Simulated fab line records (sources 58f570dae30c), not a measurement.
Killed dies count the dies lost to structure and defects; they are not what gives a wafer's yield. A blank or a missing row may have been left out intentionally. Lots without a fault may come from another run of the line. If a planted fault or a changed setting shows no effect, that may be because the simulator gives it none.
fab line records ; flow berkeleyCmos170
record lots=5; wafers=23
route steps=331 shown V1@268 M2@284 V2@306 M3@310
startH: hours from the record's first day to the start of the lot's first wafer shown ; waitH: how many hours have passed since the lot's step before this one ; " identical to the entry in the row above ; L1.1+2: several wafers, shown together as one row ; - either no value or no given start ; * or withheld: withheld ; < > ~ a bound
route shown NAME@n: NAME is a module with steps in the file, n the number in the route of the first one ; usual: the fault-free wafers' mean and standard deviation ; same: alike in all rows ; chamber/n: place in a boat ; sites: each site's reading ; _std_site: the values' standard deviation ; _edge_site: mean of outer sites minus mean of inner sites ; radiusMm: how far each site lies from the wafer's centre ; mask NAME#n: copy n ; behind: the tool/chamber that last shaped the wafer ; hold: why the lot went on hold/how many hours it stayed there/how the hold came to an end ; device: names the non-switching transistor (n, p or np) ; end of line: tests run on the same wafers once the route is complete ; a step given without rows: its recipe and nothing more ; killed: at the first sort, the dies lost to defects and structure; wafer yield is something else ; map: dies across one wafer; x = killed, . = not, _ = none there
set.NAME: the setting the step ran with; set.NAME@STEP: the setting that earlier step ran with ; model.NAME: the simulator's own value behind a step, which no gauge read
lots where settings were altered on purpose, with a table for each step and a row for each wafer
## steps
# step UCB170_V1_ETCH_14
# recipe chemistry=CHF3/CF4/Ar; target=SiO2; stopOn=Al; CHF3_flow_sccm=45; cf4FlowSccm=15; Ar_flow_sccm=150; pressureMtorr=200; rfW=700; targetDepthA=12500; overEtchFrac=0.25; timeS=291
lot.wafer;tool;chamber;startH;waitH;set.timeS;set.pebTempC@V1_PEB_10;model.V1.cdNm;model.KrF_of_V1_COAT_07.thkNm
L076.1;rieDiel-03;1;166.11;0.0;291;131.8;709.1;605
L076.2;rieDiel-03;3;166.11;0.0;291;130;697.5;612.5
L076.3;rieDiel-03;0;166.11;0.0;291;130;697.1;607.9
L076.4;rieDiel-03;2;166.11;0.0;291;131.8;708.7;614.5
L076.5;rieDiel-03;2;166.11;0.0;291;131.8;709;614.1
L077.2;rieDiel-04;0;166.38;0.0;291;130;699.8;611.7
L077.4;rieDiel-04;3;166.38;0.0;291;130;698.7;615.2
L077.5;rieDiel-04;0;166.38;0.0;291;130;699.8;608
L075.1;rieDiel-01;1;169.20;0.0;334.3;128.5;692.2;560.6
L075.2;rieDiel-01;2;169.20;0.0;291;128.5;692.3;605.3
L075.3;rieDiel-01;3;169.20;0.0;334.3;130;703.9;567.2
L075.4;rieDiel-01;1;169.20;0.0;291;130;701.4;602.7
L075.5;rieDiel-01;2;169.20;0.0;291;128.5;691.6;602
L078.2;rieDiel-04;1;169.47;0.0;291;130;698.8;607.6
L078.3;rieDiel-04;2;169.47;0.0;259.1;128;683.2;634.2
L078.4;rieDiel-04;1;169.47;0.0;291;128;683.9;605.6
L078.5;rieDiel-04;3;169.47;0.0;259.1;130;695.6;647.5
L078.6;rieDiel-04;2;169.47;0.0;259.1;130;696.3;638.7
L083.1;rieDiel-03;3;198.96;0.0;291;130;698.4;612.9
L083.2;rieDiel-03;2;198.96;0.0;291;130;698;608
L083.4;rieDiel-03;0;198.96;0.0;291;133.5;715.9;609.9
L083.5;rieDiel-03;2;198.96;0.0;291;133.5;719.4;610.5
L083.6;rieDiel-03;1;198.96;0.0;291;133.5;718;605.5
# step UCB170_V1_STRIP_15
# recipe chemistry=O2; powerW=400; pressureMtorr=3500; platenTempC=withheld; o2FlowSccm=400; overashFraction=0.5
# usual stripTimeToEndpointS=15.22/0.12
lot.wafer;tool;chamber;startH;waitH;set.timeS@V1_ETCH_14;stripTimeToEndpointS
L076.1;plasmaAsher-01;1;166.29;0.1;291;15.18
L076.2;plasmaAsher-01;0;166.29;0.1;291;15.36
L076.3;plasmaAsher-01;1;166.29;0.1;291;15.27
L076.4;plasmaAsher-01;0;166.29;0.1;291;15.41
L076.5;plasmaAsher-01;0;166.29;0.1;291;15.42
L077.2;plasmaAsher-02;0;166.56;0.1;291;15.36
L077.4;plasmaAsher-02;1;166.56;0.1;291;15.44
L077.5;plasmaAsher-02;1;166.56;0.1;291;15.26
L075.1;plasmaAsher-03;1;169.37;0.1;334.3;14.15
L075.2;plasmaAsher-03;0;169.37;0.1;291;15.19
L075.3;plasmaAsher-03;0;169.37;0.1;334.3;14.28
L075.4;plasmaAsher-03;1;169.37;0.1;291;15.15
L075.5;plasmaAsher-03;0;169.37;0.1;291;15.13
L078.2;plasmaAsher-02;1;169.65;0.1;291;15.26
L078.3;plasmaAsher-02;1;169.65;0.1;259.1;15.88
L078.4;plasmaAsher-02;0;169.65;0.1;291;15.22
L078.5;plasmaAsher-02;0;169.65;0.1;259.1;16.15
L078.6;plasmaAsher-02;1;169.65;0.1;259.1;15.93
L083.1;plasmaAsher-01;0;199.14;0.1;291;15.38
L083.2;plasmaAsher-01;1;199.14;0.1;291;15.26
L083.4;plasmaAsher-01;0;199.14;0.1;291;15.31
L083.5;plasmaAsher-01;1;199.14;0.1;291;15.31
L083.6;plasmaAsher-01;0;199.14;0.1;291;15.22
# step UCB170_V1_CD_MEAS_90
# recipe targetCdNm=700
# usual cdNm=699.2/1.5
lot.wafer;tool;chamber;startH;waitH;set.pebTempC@V1_PEB_10;cdNm
L076.1;cdSem-01;-;166.39;0.1;131.8;709.4
L076.2;cdSem-01;-;166.39;0.1;130;697.6
L076.3;cdSem-01;-;166.39;0.1;130;697.2
L076.4;cdSem-01;-;166.39;0.1;131.8;708.6
L076.5;cdSem-01;-;166.39;0.1;131.8;708.6
L077.2;cdSem-02;-;166.68;0.1;130;699.9
L077.4;cdSem-02;-;166.68;0.1;130;698.6
L077.5;cdSem-02;-;166.68;0.1;130;700.2
L075.1;cdSem-01;-;169.47;0.1;128.5;692.4
L075.2;cdSem-01;-;169.47;0.1;128.5;692.1
L075.3;cdSem-01;-;169.47;0.1;130;703.7
L075.4;cdSem-01;-;169.47;0.1;130;701.1
L075.5;cdSem-01;-;169.47;0.1;128.5;691.8
L078.2;cdSem-02;-;169.77;0.1;130;698.7
L078.3;cdSem-02;-;169.77;0.1;128;683.6
L078.4;cdSem-02;-;169.77;0.1;128;683.8
L078.5;cdSem-02;-;169.77;0.1;130;695.6
L078.6;cdSem-02;-;169.77;0.1;130;696.7
L083.1;cdSem-02;-;199.24;0.1;130;698.9
L083.2;cdSem-02;-;199.24;0.1;130;697.7
L083.4;cdSem-02;-;199.24;0.1;133.5;716.1
L083.5;cdSem-02;-;199.24;0.1;133.5;719.4
L083.6;cdSem-02;-;199.24;0.1;133.5;717.8
# step UCB170_M2_PEB_13
# recipe pebTempC=130; pebTimeS=withheld; resist=KrF
lot.wafer;tool;chamber;startH;waitH;set.pebTempC
L077.2+4+5;lithoTrack-03;0;169.70;0.4;130
L076.1+2+4;lithoTrack-03;0;170.40;1.0;128.4
L076.3+5;lithoTrack-03;0;170.40;1.0;130
L075.1+5;lithoTrack-02;0;173.20;0.5;133.6
L075.2+3+4;lithoTrack-02;0;173.20;0.5;130
L078.2+4+5;lithoTrack-03;0;173.42;0.3;130
L078.3+6;lithoTrack-03;0;173.42;0.3;128.5
L083.1+4+6;lithoTrack-02;0;205.34;0.7;130
L083.2+5;lithoTrack-02;0;205.34;0.7;131.4
# step UCB170_M2_DEVELOP_14
# recipe developer=TMAH; developTimeS=45; resist=KrF; devTempC=21
# step UCB170_M2_CD_MEAS_15
# recipe targetCdNm=700
# usual cdNm=700.2/1.1
lot.wafer;tool;chamber;startH;waitH;set.pebTempC@M2_PEB_13;cdNm
L077.2;cdSem-02;-;169.97;-;130;699.8
L077.4;cdSem-02;-;169.97;-;130;699.2
L077.5;cdSem-02;-;169.97;-;130;699.7
L076.1;cdSem-02;-;170.67;-;128.4;714.5
L076.2;cdSem-02;-;170.67;-;128.4;712.6
L076.3;cdSem-02;-;170.67;-;130;702.5
L076.4;cdSem-02;-;170.67;-;128.4;713.4
L076.5;cdSem-02;-;170.67;-;130;703.1
L075.1;cdSem-01;-;173.47;-;133.6;680.4
L075.2;cdSem-01;-;173.47;-;130;699.6
L075.3;cdSem-01;-;173.47;-;130;701.1
L075.4;cdSem-01;-;173.47;-;130;700.0
L075.5;cdSem-01;-;173.47;-;133.6;678.0
L078.2;cdSem-01;-;173.69;-;130;700.0
L078.3;cdSem-01;-;173.69;-;128.5;710.2
L078.4;cdSem-01;-;173.69;-;130;699.3
L078.5;cdSem-01;-;173.69;-;130;701.3
L078.6;cdSem-01;-;173.69;-;128.5;710.2
L083.1;cdSem-02;-;205.61;-;130;698.6
L083.2;cdSem-02;-;205.61;-;131.4;691.6
L083.4;cdSem-02;-;205.61;-;130;699.0
L083.5;cdSem-02;-;205.61;-;131.4;689.8
L083.6;cdSem-02;-;205.61;-;130;700.1
# step UCB170_M2_ETCH_17
# recipe chemistry=N2/H2; targetDepthA=withheld; overetchA=withheld; target=BARC; timeS=withheld; sourceW=500; biasW=100; pressureMtorr=30; n2FlowSccm=100; h2FlowSccm=200
lot.wafer;tool;chamber;startH;waitH;set.pebTempC@M2_PEB_13;model.M2.cdNm
L077.2;rieDiel-02;2;170.10;0.0;130;699.9
L077.4;rieDiel-02;2;170.10;0.0;130;699.3
L077.5;rieDiel-02;1;170.10;0.0;130;699.2
L076.1;rieDiel-04;3;170.83;0.0;128.4;715.2
L076.2;rieDiel-04;2;170.83;0.0;128.4;712.5
L076.3;rieDiel-04;1;170.83;0.0;130;701.3
L076.4;rieDiel-04;2;170.83;0.0;128.4;712.9
L076.5;rieDiel-04;1;170.83;0.0;130;702
L075.1;rieDiel-04;1;173.63;0.0;133.6;679.4
L075.2;rieDiel-04;3;173.63;0.0;130;700.7
L075.3;rieDiel-04;2;173.63;0.0;130;700.9
L075.4;rieDiel-04;1;173.63;0.0;130;699.2
L075.5;rieDiel-04;3;173.63;0.0;133.6;678.7
L078.2;rieDiel-04;1;173.83;0.0;130;699.7
L078.3;rieDiel-04;3;173.83;0.0;128.5;711.2
L078.4;rieDiel-04;1;173.83;0.0;130;697.8
L078.5;rieDiel-04;1;173.83;0.0;130;700
L078.6;rieDiel-04;3;173.83;0.0;128.5;711.5
L083.1+6;rieDiel-04;3,2;205.77;0.0;130;699.5
L083.2;rieDiel-04;2;205.77;0.0;131.4;692.5
L083.4;rieDiel-04;1;205.77;0.0;130;697.3
L083.5;rieDiel-04;1;205.77;0.0;131.4;688.3
# step UCB170_M2_METAL_ETCH_18
# recipe chemistry=Cl2/BCl3; target=Al; stopOn=SiO2; pressureMtorr=12; targetDepthA=11700; overEtchFrac=0.3; timeS=195; icpW=600; biasW=120; Cl2_flow_sccm=90; bcl3FlowSccm=45
lot.wafer;tool;chamber;startH;waitH;set.icpW;set.pebTempC@M2_PEB_13;model.KrF_of_M2_COAT_10.thkNm;model.M2.cdNm
L077.2;rieMetal-01;1;170.15;-;600;130;216.5;696
L077.4;rieMetal-01;0;170.15;-;600;130;223.9;703.6
L077.5;rieMetal-01;1;170.15;-;600;130;217.6;694.6
L076.1;rieMetal-03;1;170.87;-;600;128.4;208.1;714.2
L076.2;rieMetal-03;0;170.87;-;546.7;128.4;249.8;717.8
L076.3;rieMetal-03;0;170.87;-;600;130;205.7;697.7
L076.4;rieMetal-03;1;170.87;-;546.7;128.4;255.8;714.1
L076.5;rieMetal-03;1;170.87;-;546.7;130;257;704.6
L075.1;rieMetal-04;1;173.67;-;540.1;133.6;249.8;681.1
L075.2;rieMetal-04;0;173.67;-;600;130;217.6;701.5
L075.3;rieMetal-04;0;173.67;-;600;130;216.4;701
L075.4;rieMetal-04;1;173.67;-;540.1;130;252.4;701.2
L075.5;rieMetal-04;1;173.67;-;540.1;133.6;251.3;678.8
L078.2;rieMetal-01;1;173.89;-;648.7;130;159.1;692.8
L078.3;rieMetal-01;0;173.89;-;600;128.5;215.5;712.9
L078.4;rieMetal-01;1;173.89;-;600;130;213.9;695.4
L078.5;rieMetal-01;0;173.89;-;648.7;130;170.6;701.9
L078.6;rieMetal-01;1;173.89;-;600;128.5;205.7;708.6
L083.1;rieMetal-01;1;205.81;-;579.8;130;227.6;700.3
L083.2;rieMetal-01;0;205.81;-;600;131.4;217.5;691.9
L083.4;rieMetal-01;1;205.81;-;579.8;130;227.5;695.9
L083.5;rieMetal-01;1;205.81;-;600;131.4;208.8;686.8
L083.6;rieMetal-01;0;205.81;-;600;130;217.8;699.7
# step UCB170_M2_STRIP_19
# recipe chemistry=O2; powerW=400; pressureMtorr=3500; platenTempC=withheld; o2FlowSccm=400; overashFraction=0.5
# usual oesProductAu=0.536/0.013
lot.wafer;tool;chamber;startH;waitH;set.icpW@M2_METAL_ETCH_18;oesProductAu
L077.2;plasmaAsher-02;1;170.33;0.1;600;0.550
L077.4;plasmaAsher-02;1;170.33;0.1;600;0.560
L077.5;plasmaAsher-02;0;170.33;0.1;600;0.554
L076.1;plasmaAsher-03;1;171.06;0.1;600;0.543
L076.2;plasmaAsher-03;0;171.06;0.1;546.7;0.582
L076.3;plasmaAsher-03;1;171.06;0.1;600;0.533
L076.4;plasmaAsher-03;0;171.06;0.1;546.7;0.591
L076.5;plasmaAsher-03;1;171.06;0.1;546.7;0.592
L075.1;plasmaAsher-02;1;173.86;0.1;540.1;0.575
L075.2;plasmaAsher-02;0;173.86;0.1;600;0.548
L075.3;plasmaAsher-02;0;173.86;0.1;600;0.550
L075.4;plasmaAsher-02;1;173.86;0.1;540.1;0.582
L075.5;plasmaAsher-02;0;173.86;0.1;540.1;0.580
L078.2;plasmaAsher-03;1;174.08;0.1;648.7;0.484
L078.3;plasmaAsher-03;0;174.08;0.1;600;0.551
L078.4;plasmaAsher-03;1;174.08;0.1;600;0.545
L078.5;plasmaAsher-03;1;174.08;0.1;648.7;0.494
L078.6;plasmaAsher-03;0;174.08;0.1;600;0.535
L083.1;plasmaAsher-03;0;206.00;0.1;579.8;0.550
L083.2;plasmaAsher-03;1;206.00;0.1;600;0.543
L083.4;plasmaAsher-03;1;206.00;0.1;579.8;0.551
L083.5;plasmaAsher-03;0;206.00;0.1;600;0.537
L083.6;plasmaAsher-03;1;206.00;0.1;600;0.552
# step UCB170_M2_CD_MEAS_90
# recipe targetCdNm=700
# usual cdNm=698.8/2.9
lot.wafer;tool;chamber;startH;waitH;set.pebTempC@M2_PEB_13;cdNm
L077.2;cdSem-01;-;170.45;0.1;130;695.8
L077.4;cdSem-01;-;170.45;0.1;130;703.8
L077.5;cdSem-01;-;170.45;0.1;130;694.7
L076.1;cdSem-01;-;171.16;0.1;128.4;714.5
L076.2;cdSem-01;-;171.16;0.1;128.4;717.5
L076.3;cdSem-01;-;171.16;0.1;130;697.6
L076.4;cdSem-01;-;171.16;0.1;128.4;713.8
L076.5;cdSem-01;-;171.16;0.1;130;704.8
L075.1;cdSem-01;-;173.96;0.1;133.6;681.0
L075.2;cdSem-01;-;173.96;0.1;130;701.5
L075.3;cdSem-01;-;173.96;0.1;130;700.6
L075.4;cdSem-01;-;173.96;0.1;130;701.4
L075.5;cdSem-01;-;173.96;0.1;133.6;678.8
L078.2;cdSem-02;-;174.21;0.1;130;692.7
L078.3;cdSem-02;-;174.21;0.1;128.5;712.7
L078.4;cdSem-02;-;174.21;0.1;130;695.3
L078.5;cdSem-02;-;174.21;0.1;130;701.9
L078.6;cdSem-02;-;174.21;0.1;128.5;708.8
L083.1;cdSem-02;-;206.10;0.1;130;700.1
L083.2;cdSem-02;-;206.10;0.1;131.4;691.7
L083.4;cdSem-02;-;206.10;0.1;130;695.8
L083.5;cdSem-02;-;206.10;0.1;131.4;686.8
L083.6;cdSem-02;-;206.10;0.1;130;699.6
# step UCB170_V2_ETCH_14
# recipe chemistry=CHF3/CF4/Ar; target=SiO2; stopOn=Al; CHF3_flow_sccm=45; cf4FlowSccm=15; Ar_flow_sccm=150; pressureMtorr=200; rfW=700; targetDepthA=12500; overEtchFrac=0.25; timeS=291
lot.wafer;tool;chamber;startH;waitH;set.rfW;model.KrF_of_V2_COAT_07.thkNm
L077.2;rieDiel-01;2;173.82;0.0;700;603.5
L077.4;rieDiel-01;1;173.82;0.0;700;606.7
L077.5;rieDiel-01;2;173.82;0.0;700;605.7
L076.1;rieDiel-03;3;174.22;0.0;700;614.3
L076.2;rieDiel-03;0;174.22;0.0;700;611.7
L076.3;rieDiel-03;1;174.22;0.0;658.8;613.9
L076.4;rieDiel-03;2;174.22;0.0;658.8;619.5
L076.5;rieDiel-03;3;174.22;0.0;658.8;619.2
L075.1;rieDiel-01;3;176.35;0.0;634.8;630.3
L075.2;rieDiel-01;1;176.35;0.0;700;607.6
L075.3;rieDiel-01;2;176.35;0.0;700;607.7
L075.4;rieDiel-01;3;176.35;0.0;634.8;626.4
L075.5;rieDiel-01;1;176.35;0.0;700;607
L078.2;rieDiel-03;0;177.00;0.0;700;616.5
L078.3;rieDiel-03;2;177.00;0.0;700;616
L078.4;rieDiel-03;3;177.00;0.0;700;615
L078.5;rieDiel-03;2;177.00;0.0;700;619.4
L078.6;rieDiel-03;1;177.00;0.0;700;612.6
L083.1;rieDiel-02;1;209.69;0.0;700;612.3
L083.2;rieDiel-02;2;209.69;0.0;700;616.6
L083.4;rieDiel-02;3;209.69;0.0;700;615.1
L083.5;rieDiel-02;1;209.69;0.0;700;615.8
L083.6;rieDiel-02;2;209.69;0.0;700;615.7
# step UCB170_V2_STRIP_15
# recipe chemistry=O2; powerW=400; pressureMtorr=3500; platenTempC=withheld; o2FlowSccm=400; overashFraction=0.5
# usual stripTimeToEndpointS=15.38/0.1
lot.wafer;tool;chamber;startH;waitH;set.rfW@V2_ETCH_14;stripTimeToEndpointS
L077.2;plasmaAsher-01;1;174.00;0.1;700;15.16
L077.4;plasmaAsher-01;0;174.00;0.1;700;15.23
L077.5;plasmaAsher-01;1;174.00;0.1;700;15.22
L076.1;plasmaAsher-02;0;174.40;0.1;700;15.42
L076.2;plasmaAsher-02;1;174.40;0.1;700;15.36
L076.3;plasmaAsher-02;0;174.40;0.1;658.8;15.40
L076.4;plasmaAsher-02;1;174.40;0.1;658.8;15.54
L076.5;plasmaAsher-02;0;174.40;0.1;658.8;15.54
L075.1;plasmaAsher-01;0;176.53;0.1;634.8;15.79
L075.2;plasmaAsher-01;1;176.53;0.1;700;15.26
L075.3;plasmaAsher-01;1;176.53;0.1;700;15.26
L075.4;plasmaAsher-01;0;176.53;0.1;634.8;15.69
L075.5;plasmaAsher-01;0;176.53;0.1;700;15.25
L078.2;plasmaAsher-04;0;177.18;0.1;700;15.47
L078.3;plasmaAsher-04;0;177.18;0.1;700;15.44
L078.4;plasmaAsher-04;1;177.18;0.1;700;15.44
L078.5;plasmaAsher-04;1;177.18;0.1;700;15.56
L078.6;plasmaAsher-04;0;177.18;0.1;700;15.38
L083.1;plasmaAsher-01;0;209.87;0.1;700;15.35
L083.2;plasmaAsher-01;1;209.87;0.1;700;15.46
L083.4;plasmaAsher-01;0;209.87;0.1;700;15.43
L083.5;plasmaAsher-01;1;209.87;0.1;700;15.44
L083.6;plasmaAsher-01;0;209.87;0.1;700;15.45
# step UCB170_M3_SPUTTER_01
# recipe material=Al; targetThkNm=900; timeS=120; powerW=6000; chamberPressurePa=0.5
lot.wafer;tool;chamber;startH;waitH;set.timeS;model.Al_of_M3_SPUTTER_01.thkNm
L077.2;pvdSputter-01;-;174.29;0.0;120;890.2
L077.4;pvdSputter-01;-;174.29;0.0;120;879
L077.5;pvdSputter-01;-;174.29;0.0;120;884
L076.1;pvdSputter-03;-;174.69;0.0;104.7;775.8
L076.2;pvdSputter-03;-;174.69;0.0;120;897
L076.3;pvdSputter-03;-;174.69;0.0;120;897.7
L076.4;pvdSputter-03;-;174.69;0.0;120;903.1
L076.5;pvdSputter-03;-;174.69;0.0;104.7;790.3
L075.1;pvdSputter-01;-;176.81;0.0;129.7;973.5
L075.2;pvdSputter-01;-;176.81;0.0;120;908.7
L075.3;pvdSputter-01;-;176.81;0.0;129.7;982.2
L075.4;pvdSputter-01;-;176.81;0.0;120;914.3
L075.5;pvdSputter-01;-;176.81;0.0;129.7;967.4
L078.2;pvdSputter-04;-;177.47;0.0;136.5;1027
L078.3;pvdSputter-04;-;177.47;0.0;136.5;1026
L078.4;pvdSputter-04;-;177.47;0.0;120;895.3
L078.5;pvdSputter-04;-;177.47;0.0;120;908.3
L078.6;pvdSputter-04;-;177.47;0.0;120;904.5
L083.1;pvdSputter-03;-;210.16;0.0;120;899
L083.2;pvdSputter-03;-;210.16;0.0;120;891.5
L083.4;pvdSputter-03;-;210.16;0.0;120;890.3
L083.5;pvdSputter-03;-;210.16;0.0;135.8;1013
L083.6;pvdSputter-03;-;210.16;0.0;135.8;1015
# step UCB170_M3_RS_MEAS_02
# recipe thkMeasGauge=four-point-probe; reads=Al_of_M3_SPUTTER_01
# usual M3_AL_RS=0.03232/0.00027
lot.wafer;tool;chamber;startH;waitH;set.timeS@M3_SPUTTER_01;M3_AL_RS[ohm/sq]
L077.2;filmMetro-01;-;174.39;0.1;120;0.03255
L077.4;filmMetro-01;-;174.39;0.1;120;0.03299
L077.5;filmMetro-01;-;174.39;0.1;120;0.03275
L076.1;filmMetro-01;-;174.77;0.0;104.7;0.03743
L076.2;filmMetro-01;-;174.77;0.0;120;0.03229
L076.3;filmMetro-01;-;174.77;0.0;120;0.03228
L076.4;filmMetro-01;-;174.77;0.0;120;0.03205
L076.5;filmMetro-01;-;174.77;0.0;104.7;0.03667
L075.1;filmMetro-03;-;176.90;0.0;129.7;0.02981
L075.2;filmMetro-03;-;176.90;0.0;120;0.03194
L075.3;filmMetro-03;-;176.90;0.0;129.7;0.02953
L075.4;filmMetro-03;-;176.90;0.0;120;0.03167
L075.5;filmMetro-03;-;176.90;0.0;129.7;0.03001
L078.2;filmMetro-03;-;177.57;0.1;136.5;0.0282
L078.3;filmMetro-03;-;177.57;0.1;136.5;0.02823
L078.4;filmMetro-03;-;177.57;0.1;120;0.0324
L078.5;filmMetro-03;-;177.57;0.1;120;0.03194
L078.6;filmMetro-03;-;177.57;0.1;120;0.03212
L083.1;filmMetro-01;-;210.24;0.0;120;0.03222
L083.2;filmMetro-01;-;210.24;0.0;120;0.03254
L083.4;filmMetro-01;-;210.24;0.0;120;0.03247
L083.5;filmMetro-01;-;210.24;0.0;135.8;0.02859
L083.6;filmMetro-01;-;210.24;0.0;135.8;0.02849
# step UCB170_M3_THK_MEAS_03
# recipe thkMeasGauge=xrf; reads=Al_of_M3_SPUTTER_01
# usual M3_AL_THK=887/11
lot.wafer;tool;chamber;startH;waitH;set.timeS@M3_SPUTTER_01;M3_AL_THK[nm]
L077.2;filmMetro-01;-;174.50;0.1;120;875
L077.4;filmMetro-01;-;174.50;0.1;120;865
L077.5;filmMetro-01;-;174.50;0.1;120;866
L076.1;filmMetro-01;-;174.89;0.1;104.7;763
L076.2;filmMetro-01;-;174.89;0.1;120;881
L076.3;filmMetro-01;-;174.89;0.1;120;881
L076.4;filmMetro-01;-;174.89;0.1;120;886
L076.5;filmMetro-01;-;174.89;0.1;104.7;774
L075.1;filmMetro-03;-;177.02;0.1;129.7;966
L075.2;filmMetro-03;-;177.02;0.1;120;902
L075.3;filmMetro-03;-;177.02;0.1;129.7;971
L075.4;filmMetro-03;-;177.02;0.1;120;904
L075.5;filmMetro-03;-;177.02;0.1;129.7;959
L078.2;filmMetro-03;-;177.68;0.1;136.5;1018
L078.3;filmMetro-03;-;177.68;0.1;136.5;1012
L078.4;filmMetro-03;-;177.68;0.1;120;885
L078.5;filmMetro-03;-;177.68;0.1;120;899
L078.6;filmMetro-03;-;177.68;0.1;120;898
L083.1;filmMetro-01;-;210.36;0.1;120;887
L083.2;filmMetro-01;-;210.36;0.1;120;872
L083.4;filmMetro-01;-;210.36;0.1;120;877
L083.5;filmMetro-01;-;210.36;0.1;135.8;990
L083.6;filmMetro-01;-;210.36;0.1;135.8;1003
# step UCB170_M3_SOFTBAKE_11
# recipe resist=KrF; tempC=130; timeS=60
lot.wafer;tool;chamber;startH;waitH;set.tempC
L077.2+4+5;lithoTrack-03;0;-;-;130
L076.1+2+3;lithoTrack-04;0;-;-;128
L076.4+5;lithoTrack-04;0;-;-;130
L075.1+2+3+4+5;lithoTrack-01;0;-;-;130
L078.2+3+4+5+6;lithoTrack-03;0;-;-;130
L083.1+2+4+5+6;lithoTrack-03;0;-;-;130
# step UCB170_M3_EXPOSE_12
# recipe maskId=METAL3; targetCdNm=700; na=0.5; sigmaOuter=0.6; sourceShape=conventional; doseMj=26
# step UCB170_M3_PEB_13
# recipe pebTempC=130; pebTimeS=withheld; resist=KrF
# step UCB170_M3_ETCH_17
# recipe chemistry=N2/H2; targetDepthA=withheld; overetchA=withheld; target=BARC; timeS=withheld; sourceW=500; biasW=100; pressureMtorr=30; n2FlowSccm=100; h2FlowSccm=200
# step UCB170_M3_METAL_ETCH_18
# recipe chemistry=Cl2/BCl3; target=Al; stopOn=SiO2; pressureMtorr=12; targetDepthA=11700; overEtchFrac=0.3; timeS=195; icpW=600; biasW=120; Cl2_flow_sccm=90; bcl3FlowSccm=45
# usual oesProductAu=0.843/0.017
lot.wafer;tool;chamber;startH;waitH;set.timeS@M3_SPUTTER_01;oesProductAu
L077.2;rieMetal-02;0;177.59;-;120;0.837
L077.4;rieMetal-02;1;177.59;-;120;0.823
L077.5;rieMetal-02;0;177.59;-;120;0.829
L076.1;rieMetal-01;1;178.11;-;104.7;0.773
L076.2;rieMetal-01;0;178.11;-;120;0.877
L076.3;rieMetal-01;1;178.11;-;120;0.838
L076.4;rieMetal-01;0;178.11;-;120;0.879
L076.5;rieMetal-01;0;178.11;-;104.7;0.813
L075.1;rieMetal-02;1;181.37;-;129.7;0.882
L075.2;rieMetal-02;0;181.37;-;120;0.839
L075.3;rieMetal-02;1;181.37;-;129.7;0.870
L075.4;rieMetal-02;0;181.37;-;120;0.841
L075.5;rieMetal-02;1;181.37;-;129.7;0.860
L078.2;rieMetal-03;1;181.49;-;136.5;0.909
L078.3;rieMetal-03;0;181.49;-;136.5;0.938
L078.4;rieMetal-03;1;181.49;-;120;0.849
L078.5;rieMetal-03;0;181.49;-;120;0.869
L078.6;rieMetal-03;1;181.49;-;120;0.849
L083.1;rieMetal-03;0;212.76;-;120;0.866
L083.2;rieMetal-03;1;212.76;-;120;0.842
L083.4;rieMetal-03;0;212.76;-;120;0.857
L083.5;rieMetal-03;1;212.76;-;135.8;0.896
L083.6;rieMetal-03;0;212.76;-;135.8;0.915
## key
split step=UCB170_V1_ETCH_14; setting=timeS; stated=291; by=wafer
response step=UCB170_V1_ETCH_14; reading=model.KrF_of_V1_COAT_07.thkNm; change=-2.79; per=1%; r=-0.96
response step=UCB170_V1_STRIP_15; reading=stripTimeToEndpointS; change=*; per=1%; r=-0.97
split step=UCB170_M2_PEB_13; setting=pebTempC; stated=130; by=wafer
response step=UCB170_M2_CD_MEAS_15; reading=cdNm; change=-7.89; per=1%; r=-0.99
response step=UCB170_M2_ETCH_17; reading=model.M2.cdNm; change=-8.25; per=1%; r=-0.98
response step=UCB170_M2_METAL_ETCH_18; reading=model.M2.cdNm; change=-8.79; per=1%; r=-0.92
response step=UCB170_M2_CD_MEAS_90; reading=cdNm; change=-8.77; per=1%; r=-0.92
split step=UCB170_M2_METAL_ETCH_18; setting=icpW; stated=600; by=wafer
response step=UCB170_M2_METAL_ETCH_18; reading=model.KrF_of_M2_COAT_10.thkNm; change=-4.63; per=1%; r=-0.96
response step=UCB170_M2_STRIP_19; reading=oesProductAu; change=-0.00476; per=1%; r=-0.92
split step=UCB170_V2_ETCH_14; setting=rfW; stated=700; by=wafer
response step=UCB170_V2_ETCH_14; reading=model.KrF_of_V2_COAT_07.thkNm; change=-1.83; per=1%; r=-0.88
response step=UCB170_V2_STRIP_15; reading=stripTimeToEndpointS; change=*; per=1%; r=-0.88
split step=UCB170_M3_SPUTTER_01; setting=timeS; stated=120; by=wafer
response step=UCB170_M3_SPUTTER_01; reading=model.Al_of_M3_SPUTTER_01.thkNm; change=+8.95; per=1%; r=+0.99
response step=UCB170_M3_RS_MEAS_02; reading=M3_AL_RS; change=-0.00031; per=1%; r=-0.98
response step=UCB170_M3_THK_MEAS_03; reading=M3_AL_THK; change=+8.77; per=1%; r=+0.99
response step=UCB170_M3_METAL_ETCH_18; reading=oesProductAu; change=+0.00465; per=1%; r=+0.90
split step=UCB170_M3_SOFTBAKE_11; setting=tempC; stated=130; by=wafer
response none clear
split outsideThisFile step=UCB170_V1_PEB_10 setting=pebTempC
# split outsideThisFile: this setting was split too, and the file shows its column; the key of that split is in another file
